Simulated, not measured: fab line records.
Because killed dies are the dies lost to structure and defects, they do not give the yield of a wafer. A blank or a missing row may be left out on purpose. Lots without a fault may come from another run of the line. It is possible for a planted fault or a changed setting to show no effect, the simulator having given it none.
fab line records -- flow berkeley-cmos170 -- part 2 of 2: steps 32 to 40 of 40
record: lots: 5, wafers: 15, last-day: 10
route steps=331 shown ZERO@13 NWELL@14 PWELL@34
lots that met no fault: from a run of the same line without faults
start-h: hours from the record's first day to the start of the lot's first wafer shown -- wait-h: hours from the lot's prior step to this one -- " identical to the entry in the row above -- L1.1+2: a single row standing in for several wafers -- - value missing, or start not given -- * or withheld: withheld -- < > ~ a bound
route shown NAME@n: a module of which the file shows steps, and the number in the route of the first -- usual: mean and standard deviation over wafers with no fault -- same: alike in all rows -- chamber/n: place in a boat -- sites: each site's reading -- _std_site: standard deviation across them -- _edge_site: inner sites' mean taken away from outer sites' mean -- radius-mm: how far each site lies from the wafer's centre -- mask NAME#n: copy n -- behind: tool/chamber where the wafer was last shaped -- hold: the reason the lot was held/the length of the hold in hours/how it ended -- device: which transistor (n, p or np) failed to switch -- end of line: the tests these same wafers got at the end of their route -- a step without rows: its recipe alone -- killed: at the first sort, the dies lost to defects and structure; wafer yield is something else -- map: the dies of a wafer, with x for killed, . for not killed, _ for no die there
set.NAME: the run value of the setting; set.NAME@STEP: its run value at that earlier step -- model.NAME: the simulator's own value behind a step, which no gauge read
lots seen at some steps along the route; tables by step, rows by wafer
services: a tool's chamber out of use, with start hour (start-h, from the record's first day; less than 0 if before it), hours out, and reason
== steps ==
step: UCB170_PWELL_EXPOSE_10
recipe: mask-id: PWELL, target-cd-nm: 3000, na: 0.5, sigma-outer: 0.6, source-shape: conventional, dose-mj: 19
usual: focus-offset-nm: -0.1/0.51
lot.wafer,tool,chamber,start-h,wait-h,mask,focus-offset-nm
L074.2,krf-scanner-02,0,46.58,0.2,PWELL#0,-0.8
L074.3,krf-scanner-02,0,46.58,0.2,PWELL#0,-0.4
L074.6,krf-scanner-02,0,46.58,0.2,PWELL#0,-1.6
L076.2,krf-scanner-01,0,55.22,0.2,PWELL#0,-0.8
L076.5,krf-scanner-01,0,55.22,0.2,PWELL#0,-0.1
L076.6,krf-scanner-01,0,55.22,0.2,PWELL#0,-0.1
L078.2,krf-scanner-02,0,72.36,0.1,PWELL#0,-0.1
L078.5,krf-scanner-02,0,72.36,0.1,PWELL#0,0.6
L078.6,krf-scanner-02,0,72.36,0.1,PWELL#0,-0.1
L079.1,krf-scanner-02,0,72.46,0.1,PWELL#0,-0.4
L079.4,krf-scanner-02,0,72.46,0.1,PWELL#0,-0.6
L079.6,krf-scanner-02,0,72.46,0.1,PWELL#0,-0.5
L089.3,krf-scanner-02,0,124.00,0.1,PWELL#0,1.3
L089.4,krf-scanner-02,0,124.00,0.1,PWELL#0,0.7
L089.5,krf-scanner-02,0,124.00,0.1,PWELL#0,0.6
step: UCB170_PWELL_PEB_11
recipe: peb-temp-c: 130, peb-time-s: withheld, resist: KrF
lot.wafer,tool,chamber,start-h,wait-h
L074.2+3+6,litho-track-03,0,47.10,0.5
L076.2+5+6,litho-track-02,0,55.34,0.1
L078.2+5+6,litho-track-03,0,72.48,0.1
L079.1+4+6,litho-track-04,0,72.58,0.1
L089.3+4+5,litho-track-03,0,124.48,0.5
step: UCB170_PWELL_DEVELOP_12
recipe: developer: TMAH, develop-time-s: 45, resist: KrF, dev-temp-c: 21
usual: developer-temp-C: 21.03/0.097
lot.wafer,tool,chamber,start-h,wait-h,developer-temp-C
L074.2,litho-track-03,0,-,-,20.98
L074.3,litho-track-03,0,-,-,20.97
L074.6,litho-track-03,0,-,-,20.96
L076.2,litho-track-02,0,-,-,20.97
L076.5,litho-track-02,0,-,-,20.90
L076.6,litho-track-02,0,-,-,21.09
L078.2,litho-track-03,0,-,-,21.16
L078.5,litho-track-03,0,-,-,20.81
L078.6,litho-track-03,0,-,-,21.02
L079.1,litho-track-04,0,-,-,21.13
L079.4,litho-track-04,0,-,-,21.11
L079.6,litho-track-04,0,-,-,21.11
L089.3,litho-track-03,0,-,-,21.09
L089.4,litho-track-03,0,-,-,20.93
L089.5,litho-track-03,0,-,-,20.93
step: UCB170_PWELL_OVL_MEAS_13
usual: PWELL_OVL: -2/6.1
lot.wafer,tool,chamber,start-h,wait-h,PWELL_OVL[nm]
L074.2,overlay-01,-,47.36,-,-9
L074.3,overlay-01,-,47.36,-,-7
L074.6,overlay-01,-,47.36,-,-5
L076.2,overlay-01,-,55.60,-,4
L076.5,overlay-01,-,55.60,-,11
L076.6,overlay-01,-,55.60,-,1
L078.2,overlay-01,-,72.74,-,-5
L078.5,overlay-01,-,72.74,-,-2
L078.6,overlay-01,-,72.74,-,1
L079.1,overlay-02,-,72.85,-,10
L079.4,overlay-02,-,72.85,-,-3
L079.6,overlay-02,-,72.85,-,-4
L089.3,overlay-02,-,124.72,-,-4
L089.4,overlay-02,-,124.72,-,5
L089.5,overlay-02,-,124.72,-,-9
step: UCB170_PWELL_ETCH_14
recipe: chemistry: CH3F/Ar/O2, target: Si3N4, stop-on: SiO2, CH3F_flow_sccm: 20, Ar_flow_sccm: 50, O2_flow_sccm: 7, pressure-mtorr: 50, rf-w: 450, target-depth-a: 2420, over-etch-frac: 0.1, time-s: 151
usual: drypump-motor-current-A: 5.7/0.37, oes-product-au: 0.939/0.014, throttle-valve-pct: 8.09/0.098
lot.wafer,tool,chamber,start-h,wait-h,drypump-motor-current-A,oes-product-au,rf-hours-counter-h,throttle-valve-pct
L074.2,rie-diel-02,0,47.39,0.0,6.0,0.953,176,8.04
L074.3,rie-diel-02,2,47.39,0.0,5.1,0.936,72,8.03
L074.6,rie-diel-02,0,47.39,0.0,6.0,0.953,-,8.04
L076.2,rie-diel-04,1,55.63,0.0,5.7,0.927,123,8.15
L076.5,rie-diel-04,0,55.63,0.0,6.0,0.962,-,8.18
L076.6,rie-diel-04,3,55.63,0.0,5.7,0.953,-,8.13
L078.2,rie-diel-03,3,72.77,0.0,4.7,0.903,16,8.31
L078.5,rie-diel-03,1,72.77,0.0,5.7,0.950,-,8.02
L078.6,rie-diel-03,2,72.77,0.0,5.6,0.922,-,8.17
L079.1,rie-diel-04,0,72.89,0.0,6.0,0.953,4,8.18
L079.4,rie-diel-04,3,72.89,0.0,5.8,0.943,142,8.13
L079.6,rie-diel-04,1,72.89,0.0,5.7,0.907,-,8.14
L089.3,rie-diel-04,1,124.74,0.0,5.7,0.922,126,8.14
L089.4,rie-diel-04,3,124.74,0.0,5.7,0.953,144,8.13
L089.5,rie-diel-04,1,124.74,0.0,5.7,0.920,-,8.15
step: UCB170_PWELL_IMPLANT_15
recipe: species: B, dose-cm2: 5e+12, energy-kev: 60, tilt-deg: 7
lot.wafer,tool,chamber,start-h,wait-h
L074.2+3+6,implanter-02,0,47.51,0.1
L076.2+5+6,implanter-03,0,55.76,0.1
L078.2+5+6,implanter-01,0,72.90,0.1
L079.1+4+6,implanter-02,0,72.99,0.1
L089.3+4+5,implanter-03,0,124.89,0.1
step: UCB170_PWELL_STRIP_16
recipe: chemistry: O2, power-w: 400, pressure-mtorr: 3500, platen-temp-c: withheld, o2-flow-sccm: 400, overash-fraction: 0.5
usual: drypump-motor-current-A: 5.7/0.34, o2-flow-sccm: 399.9/1.2, oes-product-au: 0.721/0.0044, strip-time-to-endpoint-s: 18.13/0.089
lot.wafer,tool,chamber,start-h,wait-h,drypump-motor-current-A,o2-flow-sccm,oes-product-au,rf-hours-counter-h,strip-time-to-endpoint-s
L074.2,plasma-asher-02,0,47.64,0.1,6.2,399.9,0.730,25,18.19
L074.3,plasma-asher-02,1,47.64,0.1,5.6,400.5,0.722,-,18.03
L074.6,plasma-asher-02,0,47.64,0.1,6.2,398.8,0.715,-,18.11
L076.2,plasma-asher-02,0,55.88,0.1,6.2,401.0,0.724,26,18.10
L076.5,plasma-asher-02,0,55.88,0.1,6.1,399.8,0.726,-,18.13
L076.6,plasma-asher-02,1,55.88,0.1,5.6,398.8,0.724,-,18.11
L078.2,plasma-asher-03,0,73.02,0.1,5.2,398.9,0.715,34,18.07
L078.5,plasma-asher-03,0,73.02,0.1,5.2,399.0,0.725,-,17.96
L078.6,plasma-asher-03,1,73.02,0.1,5.6,400.9,0.727,-,18.04
L079.1,plasma-asher-04,1,73.14,0.1,6.1,399.1,0.725,37,17.99
L079.4,plasma-asher-04,0,73.14,0.1,5.7,400.2,0.717,-,17.97
L079.6,plasma-asher-04,0,73.14,0.1,5.7,401.0,0.722,-,18.01
L089.3,plasma-asher-03,1,125.03,0.1,5.5,397.7,0.718,-,18.00
L089.4,plasma-asher-03,0,125.03,0.1,5.2,401.0,0.711,-,17.99
L089.5,plasma-asher-03,1,125.03,0.1,5.5,400.3,0.723,-,18.04
step: UCB170_PWELL_TW_MEAS_17
usual: PWELL_TW: 376.6/2.3
lot.wafer,tool,chamber,start-h,wait-h,PWELL_TW
L074.2,film-metro-01,-,47.75,0.1,378.2
L074.3,film-metro-01,-,47.75,0.1,377.1
L074.6,film-metro-01,-,47.75,0.1,377.7
L076.2,film-metro-01,-,55.99,0.1,377.5
L076.5,film-metro-01,-,55.99,0.1,376.6
L076.6,film-metro-01,-,55.99,0.1,377.0
L078.2,film-metro-04,-,73.13,0.1,374.1
L078.5,film-metro-04,-,73.13,0.1,373.5
L078.6,film-metro-04,-,73.13,0.1,372.8
L079.1,film-metro-01,-,73.24,0.1,375.4
L079.4,film-metro-01,-,73.24,0.1,374.3
L079.6,film-metro-01,-,73.24,0.1,377.1
L089.3,film-metro-04,-,125.11,0.1,374.3
L089.4,film-metro-04,-,125.11,0.1,375.0
L089.5,film-metro-04,-,125.11,0.1,370.8
step: UCB170_PWELL_CLEAN_18
recipe: chemistry: SPM, temp-c: 120, time-s: 600
usual: bath-guard-temp-C: 119.6/0.52
lot.wafer,tool,chamber,start-h,wait-h,bath-guard-temp-C
L074.2,wet-bench-04,1,47.80,0.0,120.7
L074.3,wet-bench-04,1,47.80,0.0,120.4
L074.6,wet-bench-04,1,47.80,0.0,120.5
L076.2,wet-bench-03,1,57.78,1.8,119.1
L076.5,wet-bench-03,1,57.78,1.8,119.0
L076.6,wet-bench-03,1,57.78,1.8,118.7
L078.2,wet-bench-04,1,73.18,0.0,120.4
L078.5,wet-bench-04,1,73.18,0.0,120.4
L078.6,wet-bench-04,1,73.18,0.0,120.5
L079.1,wet-bench-03,3,73.30,0.1,119.8
L079.4,wet-bench-03,3,73.30,0.1,119.8
L079.6,wet-bench-03,3,73.30,0.1,119.6
L089.3,wet-bench-03,0,125.15,0.0,119.8
L089.4,wet-bench-03,0,125.15,0.0,119.7
L089.5,wet-bench-03,0,125.15,0.0,119.4
== services ==
tool,chamber,start-h,hours,kind
furnace-02,-,-1.58,3.5,pm
plasma-asher-03,-,-0.91,3.5,repair
krf-scanner-02,-,7.45,0.9,repair
rie-diel-02,3,13.86,5.1,repair
lpcvd-02,-,21.75,0.5,repair
implanter-04,-,32.27,2.3,repair
rie-diel-01,3,36.50,4.4,repair
plasma-asher-04,-,37.40,0.4,repair
krf-scanner-02,-,55.05,3.3,repair
lpcvd-02,-,63.71,0.8,repair
krf-scanner-01,-,65.43,1.3,pm
krf-scanner-02,-,69.21,0.8,pm
rie-diel-01,3,77.42,1.9,repair
krf-scanner-01,-,80.10,0.8,pm
krf-scanner-02,-,83.58,1.3,pm
plasma-asher-01,-,85.99,0.4,repair
rie-diel-01,0,87.39,2.9,repair
krf-scanner-01,-,90.05,119.8,repair
implanter-01,-,97.39,6.7,repair
implanter-03,-,100.08,3.0,pm
lpcvd-02,-,102.17,0.8,repair
implanter-01,-,105.44,8.3,repair
plasma-asher-04,-,108.75,9.0,pm
implanter-03,-,123.47,0.8,repair
